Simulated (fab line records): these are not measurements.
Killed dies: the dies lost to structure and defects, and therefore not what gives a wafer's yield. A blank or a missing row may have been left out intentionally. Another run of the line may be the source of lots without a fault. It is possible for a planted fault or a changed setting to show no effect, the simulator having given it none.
Which of the tools did it?    flow ritCmos    Sampling: 14 lots, 42 wafers, 2 of 202 route steps

## WHAT THE GAUGES READ, wafer by wafer
RIT_ACTIVE_THK_MEAS_04. Usual: ACTIVE_NITRIDE_THK gives 150.3 nm (standard deviation 1.4).
lot   measured     on            ACTIVE_NITRIDE_THK (nm)  flag
L150  day 1 13:38  filmMetro-01  152.3 151.5 152.3        
L152  day 1 23:32  filmMetro-01  150.2 151.8 151.1        
L154  day 2 09:33  filmMetro-02  150.6 148.3 149.1        
L155  day 2 14:32  filmMetro-02  154.3 152.8 152.6        
L156  day 2 19:32  filmMetro-02  148.3 148.4 148.8        
L157  day 3 00:37  filmMetro-03  150.9 150.2 150.1        
L158  day 3 05:32  filmMetro-03  150.3 152.2 151.3        
L159  day 3 12:19  filmMetro-02  149.6 149.2 148.2        
L160  day 3 15:32  filmMetro-01  147.8 149.5 150.0        
L162  day 4 01:32  filmMetro-02  151.3 152.2 151.2        
L163  day 4 08:07  filmMetro-02  297.7 298.7 298.3        OFF
L164  day 4 13:07  filmMetro-01  298.8 297.6 298.5        OFF
L169  day 5 12:32  filmMetro-01  149.3 149.6 149.7        
L173  day 6 08:32  filmMetro-03  151.0 153.0 151.4        

## EACH LOT AND THE TOOL THAT RAN IT (in order: tool; ch and the chambers of the sampled wafers; start)
lot   RIT_ACTIVE_CVD_03
L150  lpcvd-02 ch 0, day 1 12:14
L152  lpcvd-02 ch 0, day 1 22:07
L154  lpcvd-01 ch 0, day 2 08:07
L155  lpcvd-02 ch 1, day 2 13:07
L156  lpcvd-02 ch 1, day 2 18:07
L157  lpcvd-02 ch 0, day 2 23:10
L158  lpcvd-02 ch 1, day 3 04:07
L159  lpcvd-02 ch 1, day 3 09:07
L160  lpcvd-01 ch 0, day 3 14:07
L162  lpcvd-01 ch 1, day 4 00:07
L163  lpcvd-02 ch 1, day 4 05:07
L164  lpcvd-01 ch 1, day 4 10:07 and lpcvd-02 ch 1, day 4 11:42
L169  lpcvd-02 ch 1, day 5 11:07
L173  lpcvd-01 ch 1, day 6 07:07
- RIT_ACTIVE_CVD_03: deposits Si3N4 from SiH2Cl2/NH3, target thk 150 nm, time 1500 s.

## AS READ BY THE TOOLS THEMSELVES (means over the sampled wafers that have a number; for cases with no such wafer, the mark the record gives instead)
RIT_ACTIVE_CVD_03. Usual: zonePowerCentrePct at 37.6 %, with a standard deviation of 0.86.
lot   tool               zonePowerCentrePct (%)  flag
L150  lpcvd-02           37.5                    
L152  lpcvd-02           37.2                    
L154  lpcvd-01           37.8                    
L155  lpcvd-02           37.2                    
L156  lpcvd-02           36.9                    
L157  lpcvd-02           37.3                    
L158  lpcvd-02           37.0                    
L159  lpcvd-02           37.2                    
L160  lpcvd-01           37.0                    
L162  lpcvd-01           39.5                    
L163  lpcvd-02           37.1                    
L164  lpcvd-01/lpcvd-02  38.4                    
L169  lpcvd-02           37.2                    
L173  lpcvd-01           39.5                    

## THE ANSWER, worked out from the rows above alone
Rule: take the mean of a lot's wafers that have a number; if it is more than 3 standard deviations from the usual mean, the lot is off. Also off: a lot with no number at a reading for which 4 or more lots have one. The other lots that the step has rows for count as sound. First the gauges in route order, then the tools' own readings, where a lot's mean is used as printed above. At the first step where some lot is off, the reading lying furthest off is the one used; lots without a number count as furthest.
Off: L163, L164, seen at RIT_ACTIVE_THK_MEAS_04 (ACTIVE_NITRIDE_THK).
If a tool, at a process step before that reading, ran all the lots that are off and no sound lot after the first of them, it fits. Gauges at RIT_ACTIVE_THK_MEAS_04: tried the same way as those tools. None of those tried fits.

## WHAT THE SIMULATOR HAD INSERTED
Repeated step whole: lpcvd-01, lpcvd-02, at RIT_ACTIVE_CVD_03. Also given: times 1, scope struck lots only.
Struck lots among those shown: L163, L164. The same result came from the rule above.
